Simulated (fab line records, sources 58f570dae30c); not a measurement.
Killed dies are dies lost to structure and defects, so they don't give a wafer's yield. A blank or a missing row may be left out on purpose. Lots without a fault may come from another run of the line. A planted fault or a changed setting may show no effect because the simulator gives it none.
Tool commonality check | flow berkeley_cmos170 | 14 lots, 42 wafers sampled

WHY IT WAS OPENED
At UCB170_V1_THK_MEAS_01 the reading V1_TEOS_THK is flagged on 2 of 14 lots. Wafers without a fault read 1992 nm, standard deviation 23.
Rule: a lot is flagged when every wafer of it that has a number lies more than 4 standard deviations from that mean, or none has a number. The other lots count as sound.

lot  | measured     | on            | V1_TEOS_THK (nm), wafer by wafer | flag
L937 | day 8 12:20  | film_metro-01 | 1960 1999 2012                   |
L936 | day 8 15:00  | film_metro-02 | 2010 2021 2001                   |
L940 | day 8 20:46  | film_metro-02 | 1954 1980 1976                   |
L939 | day 8 22:05  | film_metro-01 | 1964 1989 1990                   |
L938 | day 8 22:05  | film_metro-02 | 1994 2020 2021                   |
L941 | day 9 15:10  | film_metro-01 | 1988 2000 1993                   |
L943 | day 9 18:25  | film_metro-01 | 1962 2027 1975                   |
L944 | day 9 21:14  | film_metro-04 | 1995 1991 1996                   |
L946 | day 10 11:24 | film_metro-01 | 1972 1977 1989                   |
L948 | day 11 01:26 | film_metro-01 | 2134 2139 2152                   | FLAGGED
L950 | day 11 02:47 | film_metro-04 | 2121 2182 2152                   | FLAGGED
L957 | day 12 12:05 | film_metro-04 | 1951 1993 1974                   |
L958 | day 12 12:05 | film_metro-01 | 2011 2021 2012                   |
L959 | day 13 02:04 | film_metro-01 | 1988 2033 1985                   |
The numbers of the flagged lots are 2147 nm on average: +155 nm against the usual, or +7 standard deviations.

WHICH TOOL RAN EACH LOT
The record holds 1 process step before the reading, out of a route of 331 steps. In each cell: the tool, then ch and the chambers that the sampled wafers went through, then the start.
lot  | flag    | UCB170_V1_CVD_00
L937 |         | pecvd-01 ch 0,1,2, day 8 12:10
L936 |         | pecvd-03 ch 0,2, day 8 14:50
L940 |         | pecvd-01 ch 0,2, day 8 20:35
L939 |         | pecvd-01 ch 0,1, day 8 21:55
L938 |         | pecvd-03 ch 0,1,2, day 8 21:55
L941 |         | pecvd-03 ch 0,1, day 9 15:00
L943 |         | pecvd-01 ch 0,1, day 9 18:14
L944 |         | pecvd-03 ch 0,1,2, day 9 21:05
L946 |         | pecvd-03 ch 0,1, day 10 11:14
L948 | FLAGGED | pecvd-01 ch 0,1, day 11 01:13
L950 | FLAGGED | pecvd-01 ch 0,1, day 11 02:32
L957 |         | pecvd-02 ch 1,2, day 12 11:55
L958 |         | pecvd-03 ch 0,1, day 12 11:55
L959 |         | pecvd-02 ch 0,1,2, day 13 01:53
What these steps do:
- UCB170_V1_CVD_00: deposits SiO2 from TEOS/O2, target thk 2000 nm, time 250 s.
- UCB170_V1_THK_MEAS_01

FLAGGED OVER TOTAL, TOOL BY TOOL (the gauges that took the reading come last)
step                  | tool          | lots run | flagged | share of the flagged lots | sound lots run after its first flagged lot
UCB170_V1_CVD_00      | pecvd-01      | 6        | 2       | all                       | 0
UCB170_V1_CVD_00      | pecvd-02      | 2        | 0       | none                      | -
UCB170_V1_CVD_00      | pecvd-03      | 6        | 0       | none                      | -
UCB170_V1_THK_MEAS_01 | film_metro-01 | 8        | 1       | some                      | 2 (L958,L959)
UCB170_V1_THK_MEAS_01 | film_metro-02 | 3        | 0       | none                      | -
UCB170_V1_THK_MEAS_01 | film_metro-04 | 3        | 1       | some                      | 1 (L957)

WHAT THE TABLE ALLOWS
1 row of the table ran every flagged lot: pecvd-01 at UCB170_V1_CVD_00.
- pecvd-01 at UCB170_V1_CVD_00: 2 of its 6 lots flagged. Its last sound lot is L943 (day 9 18:14), its first flagged lot L948 (day 11 01:13): a fault that began between those two fits. Its own readings lie more than 4 standard deviations out on every wafer of the flagged lots: run_length_s.
One tool is left: pecvd-01 at UCB170_V1_CVD_00.

WHAT THE SIMULATOR HAD PUT IN
Process parameter drift: pecvd-01, from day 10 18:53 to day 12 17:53, at UCB170_V1_CVD_00. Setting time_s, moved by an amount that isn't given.
Lots struck among those shown: L948, L950. The rule above found the same.
